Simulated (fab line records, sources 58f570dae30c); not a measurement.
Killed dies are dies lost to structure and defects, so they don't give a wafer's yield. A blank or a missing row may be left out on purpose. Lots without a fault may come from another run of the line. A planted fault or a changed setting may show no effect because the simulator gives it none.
Which tool did it? | flow berkeley_cmos170 | 6 lots, 18 wafers sampled, at 3 steps of a route of 331

WHAT THE GAUGES READ, wafer by wafer
UCB170_M2_RS_MEAS_02: measures by four-point-probe.
lot  | measured     | on            | M2_AL_RS (ohm/sq)
L150 | day 9 01:37  | film_metro-02 | 0.0329 0.0328 0.0329
L152 | day 9 03:09  | film_metro-03 | 0.0323 0.0326 0.0320
L153 | day 10 02:07 | film_metro-04 | 0.0324 0.0322 0.0324
L158 | day 10 12:31 | film_metro-04 | 0.0319 0.0322 0.0320
L160 | day 11 06:22 | film_metro-02 | 0.0318 0.0317 0.0319
L167 | day 12 09:24 | film_metro-02 | 0.0318 0.0314 0.0314

WHICH TOOL RAN EACH LOT (tool, then ch and the chambers of the sampled wafers, then the start)
lot  | UCB170_SILICIDE_RTA_04           | UCB170_M2_SPUTTER_01
L150 | rtp_anneal-01 ch 0, day 8 11:36  | pvd_sputter-01, day 9 01:29
L152 | rtp_anneal-01 ch 0, day 8 15:01  | pvd_sputter-02, day 9 03:04
L153 | rtp_anneal-01 ch 0, day 9 09:48  | pvd_sputter-02, day 10 02:00
L158 | rtp_anneal-01 ch 0, day 9 23:14  | pvd_sputter-02, day 10 12:23
L160 | rtp_anneal-02 ch 0, day 10 16:35 | pvd_sputter-02, day 11 06:14
L167 | rtp_anneal-01 ch 0, day 11 18:29 | pvd_sputter-01, day 12 09:19
- UCB170_SILICIDE_RTA_04: time 15 s.
- UCB170_M2_SPUTTER_01: material Al, target thk 900 nm, time 120 s.

THE ANSWER, worked out from the rows above alone
Rule: what is usual is taken from the lots themselves. Put in order of their means at a reading, lots are off if they are a third of the lots or fewer, leave a main group of 4 or more, and stand apart from it by a gap of 3 or more times the standard deviation of the main group's means; of several such gaps the widest counts. A main group whose means are all the same, to the digits that the tables above print for the reading, isn't used. A lot without any number at a reading at which 4 lots or more have one is off too. The other lots that the step has rows for count as sound.
No lot is off at any reading shown: from this, nothing can be told.

WHAT THE SIMULATOR HAD PUT IN
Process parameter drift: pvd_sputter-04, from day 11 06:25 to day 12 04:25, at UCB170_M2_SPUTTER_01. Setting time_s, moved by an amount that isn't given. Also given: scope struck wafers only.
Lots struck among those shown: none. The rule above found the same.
